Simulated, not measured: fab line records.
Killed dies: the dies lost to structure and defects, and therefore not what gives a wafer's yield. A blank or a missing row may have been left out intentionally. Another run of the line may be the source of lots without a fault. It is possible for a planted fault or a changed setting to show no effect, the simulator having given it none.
Which tool was responsible? -- flow rit-cmos -- 39 wafers from 13 lots sampled at 2 of the route's 202 steps

== WHAT THE GAUGES SHOWED, per wafer ==
RIT_M1_CD_MEAS_09: the cd target is 2600 nm.
lot,measured,on,cd-nm (nm)
L972,day 3 12:05,cd-sem-02,2600.8 2598.1 2598.6
L973,day 3 13:54,cd-sem-01,2600.3 2601.1 2601.0
L974,day 3 22:11,cd-sem-01,2599.3 2599.2 2598.0
L975,day 3 23:47,cd-sem-01,2598.7 2598.2 2599.4
L976,day 4 06:34,cd-sem-01,2600.8 2604.3 2603.8
L977,day 4 08:29,cd-sem-01,2599.6 2600.6 2601.6
L978,day 4 12:53,cd-sem-01,2600.0 2597.0 2600.3
L979,day 4 16:24,cd-sem-01,2599.3 2599.2 2597.5
L980,day 4 22:55,cd-sem-02,2598.6 2598.2 2597.5
L981,day 5 03:28,cd-sem-01,2598.1 2596.2 2596.9
L982,day 5 08:35,cd-sem-02,2604.2 2603.0 2600.6
L983,day 5 12:46,cd-sem-01,2600.2 2600.4 2599.8
L986,day 6 05:05,cd-sem-01,2248.3 2248.3 2250.4

== EACH LOT AND THE TOOL THAT RAN IT (in order: tool; ch and the chambers of the sampled wafers; start) ==
lot,RIT_M1_EXPOSE_06
L972,"iline-stepper-02 ch 0, day 3 11:32"
L973,"iline-stepper-01 ch 0, day 3 13:28"
L974,"iline-stepper-02 ch 0, day 3 21:46"
L975,"iline-stepper-01 ch 0, day 3 23:22"
L976,"iline-stepper-01 ch 0, day 4 06:08"
L977,"iline-stepper-02 ch 0, day 4 08:03"
L978,"iline-stepper-02 ch 0, day 4 12:28"
L979,"iline-stepper-02 ch 0, day 4 15:58"
L980,"iline-stepper-01 ch 0, day 4 22:29"
L981,"iline-stepper-02 ch 0, day 5 03:02"
L982,"iline-stepper-01 ch 0, day 5 08:10"
L983,"iline-stepper-01 ch 0, day 5 12:20"
L986,"iline-stepper-01 ch 0, day 6 04:20"
- RIT_M1_EXPOSE_06: exposes mask M12, target cd 2600 nm.

== AS READ BY THE TOOLS THEMSELVES (means over the sampled wafers that have a number; for cases with no such wafer, the mark the record gives instead) ==
RIT_M1_EXPOSE_06.
lot,tool,reticle-temp-C (C)
L972,iline-stepper-02,23.08
L973,iline-stepper-01,22.99
L974,iline-stepper-02,23.04
L975,iline-stepper-01,22.91
L976,iline-stepper-01,22.80
L977,iline-stepper-02,23.10
L978,iline-stepper-02,23.00
L979,iline-stepper-02,23.04
L980,iline-stepper-01,23.05
L981,iline-stepper-02,23.03
L982,iline-stepper-01,23.05
L983,iline-stepper-01,23.01
L986,iline-stepper-01,22.90

== THE ANSWER, worked out from the rows above alone ==
Rule: the usual values come from the lots themselves. Put in order of their means at a reading, lots are off if they are a third of the lots or fewer, leave a main group of 4 or more, and stand apart from it by a gap of 3 or more times the standard deviation of the main group's means; of several such gaps the widest counts. If all means in a main group match to the digits the tables above print for the reading, that group is not used. A lot without any number at a reading at which 4 lots or more have one is off too. Where the step has rows for the other lots, those lots are counted as sound. First the gauges in route order, then the tools' own readings, where a lot's mean is used as printed above. At the first step where some lot is off, the reading lying furthest off is the one used; lots without a number count as furthest.
Off, at RIT_M1_CD_MEAS_09 on cd-nm: L986. For the main group the mean is 2599.7 nm and the standard deviation 1.7.
If a tool, at a process step before that reading, ran all the lots that are off and no sound lot after the first of them, it fits. Those tools and the gauges at RIT_M1_CD_MEAS_09 are tried in the same way. 2 tools fit, iline-stepper-01 at RIT_M1_EXPOSE_06 and cd-sem-01 at RIT_M1_CD_MEAS_09, so this cannot tell which one it is.

== WHAT THE SIMULATOR HAD PUT IN ==
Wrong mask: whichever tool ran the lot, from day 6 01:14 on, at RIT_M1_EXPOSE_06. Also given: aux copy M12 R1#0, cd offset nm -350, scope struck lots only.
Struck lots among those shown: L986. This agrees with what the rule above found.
